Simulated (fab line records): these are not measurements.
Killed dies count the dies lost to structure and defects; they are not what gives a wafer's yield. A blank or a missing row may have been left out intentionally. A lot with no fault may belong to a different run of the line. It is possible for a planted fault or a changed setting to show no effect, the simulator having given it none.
Problem report, 8D (eight disciplines) form, completed by code | flow rit cmos | the parts of the form that need people (team, actions taken, sign-off) are left out

## 1. WHAT WENT WRONG
A mean of 12.0 is read at RIT_M1_PROBE_99 for killed on rim, taken on 1 wafer of 1 lot, against 1.9 (standard deviation 1.4) on wafers free of any fault. That puts it +7.2 standard deviations away from the usual mean.
The first sign was on wafer L811.2 at day 7 17:46, on prober-01. The record holds 3 wafers of 1 lot with a number at this step. The rule behind "out" and "out of limits": a value lying over 4 standard deviations away from the usual mean. All remaining wafers that have a number are taken as sound.

## 2. WHAT IT IS; WHAT IT IS NOT
question                    | is                                              | is not
which readings at this step | killed on rim, killed at front end, killed dies | killed at contacts, killed open, killed short
which lots                  | L811                                            | -
which wafers of those lots  | L811.2                                          | L811.3, L811.6
read on which tools         | prober-01                                       | -
when                        | from day 7 17:46                                | up to then (0 sound wafers); but 2 sound wafers of L811 came after

## 3. SUSPECTS, AND WHAT RULES EACH OUT
Counting: if a tool at a process step up to the reading ran every lot that is out, it stays a suspect. Sound lots after the first of them don't rule it out here, since some wafers of a struck lot are sound.
- pvd sputter-03 at RIT_SILICIDE_SPUTTER_01 (material Ti, target thk 30 nm, time 240 s): kept. It ran the lot that is out, L811 (day 7 10:48).
- prober-01 at RIT_M1_PROBE_99: kept. It ran the lot that is out, L811 (day 7 17:46). Out on those wafers are its own readings of killed at front end, killed dies, killed on rim.
What counting leaves: pvd sputter-03 at RIT_SILICIDE_SPUTTER_01 and prober-01 at RIT_M1_PROBE_99.

## 4. THE CAUSE (what the simulator had put in)
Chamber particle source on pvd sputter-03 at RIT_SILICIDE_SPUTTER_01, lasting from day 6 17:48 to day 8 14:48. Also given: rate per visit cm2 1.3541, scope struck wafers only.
Counting left 2 suspects, and this tool is among them.

## 5. THE EFFECT CHAIN, in route order
Each row: a reading where the mean over the struck wafers with a number is more than 3 standard deviations away from the usual. Scope: only readings with a usual standard deviation given in the record; hours: median across lots of the time from each lot's start at the first step in this table that gives one to its start at this step; sigmas: change in usual standard deviations.
hours | step            | reading             | usual | on struck wafers | change | sigmas
0     | RIT_M1_PROBE_99 | killed at front end | 7     | 26               | +19    | +6.1
0     | RIT_M1_PROBE_99 | killed dies         | 7     | 26               | +19    | +6.1
0     | RIT_M1_PROBE_99 | killed on rim       | 1.9   | 12.0             | +10.1  | +7.2
Its process steps:
- RIT_M1_PROBE_99

## 6. HOW IT WOULD HAVE BEEN CAUGHT EARLIER
24 hours passed between the start of the fault at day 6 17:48 and the first reading out of limits in this record, taken at day 7 17:46.
An alarm limit of 4 standard deviations would not have fired on the tool readings at RIT_SILICIDE_SPUTTER_01 for which the record gives a usual standard deviation, since none of them was out on any struck wafer.
By day 7 17:46 the whole set of lots that are out, 1 in number, had already begun RIT_SILICIDE_SPUTTER_01 on pvd sputter-03. Tool hold at that time: it would have spared none of them.
